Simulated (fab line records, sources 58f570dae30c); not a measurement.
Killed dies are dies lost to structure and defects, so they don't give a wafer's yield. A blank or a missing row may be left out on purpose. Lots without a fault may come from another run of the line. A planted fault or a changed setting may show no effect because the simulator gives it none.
Split-lot experiment | flow berkeley_cmos170 | 5 lots, 23 wafers read, on a route of 331 steps

THE SPLIT
At UCB170_CONTACT_CVD_01 (deposits PSG from SiH4/O2/PH3, target thk 700 nm, time 2820 s), the setting sih4_flow_sccm was moved away from the recipe's 60 sccm on 15 of the 23 wafers read, by -10.3% to +12.1%. The other wafers ran this setting at the recipe's value.

The reading is taken at the split's own step.

THE READING
PSG_of_CONTACT_CVD_01.thk_nm (the simulator's own value, which no gauge read), in nm, at UCB170_CONTACT_CVD_01 (deposits PSG from SiH4/O2/PH3, target thk 700 nm, time 2820 s). The file gives no usual value for it. The 8 wafers here that ran the recipe average 694.0 nm, standard deviation 8.3 nm.

wafer  | tool, chamber at the split | sih4_flow_sccm as run, sccm | against the recipe | PSG_of_CONTACT_CVD_01.thk_nm, nm | against lot-mates on the recipe
L074.1 | -, -                       | 53.81                       | -10.3%             | 680                              | no lot-mate on the recipe
L074.3 | -, -                       | 53.81                       | -10.3%             | 686.3                            | no lot-mate on the recipe
L074.4 | -, -                       | 53.81                       | -10.3%             | 683.5                            | no lot-mate on the recipe
L074.5 | -, -                       | 53.81                       | -10.3%             | 674.5                            | no lot-mate on the recipe
L074.6 | -, -                       | 53.81                       | -10.3%             | 680.6                            | no lot-mate on the recipe
L075.1 | -, -                       | 60                          | recipe             | 686.6                            | -
L075.3 | -, -                       | 60                          | recipe             | 688.6                            | -
L075.4 | -, -                       | 60                          | recipe             | 689                              | -
L075.5 | -, -                       | 60                          | recipe             | 688.3                            | -
L075.6 | -, -                       | 60                          | recipe             | 687.8                            | -
L077.1 | lpcvd-02, 0                | 60                          | recipe             | 705.6                            | -
L077.2 | lpcvd-02, 0                | 60                          | recipe             | 697.5                            | -
L077.6 | lpcvd-02, 0                | 60                          | recipe             | 708.9                            | -
L082.1 | -, -                       | 67.27                       | +12.1%             | 726.2                            | no lot-mate on the recipe
L082.3 | -, -                       | 67.27                       | +12.1%             | 726                              | no lot-mate on the recipe
L082.4 | -, -                       | 67.27                       | +12.1%             | 719.3                            | no lot-mate on the recipe
L082.5 | -, -                       | 67.27                       | +12.1%             | 729.9                            | no lot-mate on the recipe
L082.6 | -, -                       | 67.27                       | +12.1%             | 725.5                            | no lot-mate on the recipe
L085.1 | -, -                       | 65.2                        | +8.7%              | 714.6                            | no lot-mate on the recipe
L085.2 | -, -                       | 65.2                        | +8.7%              | 717.5                            | no lot-mate on the recipe
L085.3 | -, -                       | 65.2                        | +8.7%              | 717.7                            | no lot-mate on the recipe
L085.4 | -, -                       | 65.2                        | +8.7%              | 718                              | no lot-mate on the recipe
L085.6 | -, -                       | 65.2                        | +8.7%              | 711.5                            | no lot-mate on the recipe

THE FIT
A straight line over all 23 wafers: PSG_of_CONTACT_CVD_01.thk_nm changes by +2.01 nm for each +1% of sih4_flow_sccm; r = +0.93; the points scatter about the line by 6.7 nm.
Too few moved wafers have a lot-mate on the recipe to fit a line with each lot's own level taken away.

THE FILE'S OWN FIT
PSG_of_CONTACT_CVD_01.thk_nm changes by +2.01 nm for each +1% of sih4_flow_sccm, r = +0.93.
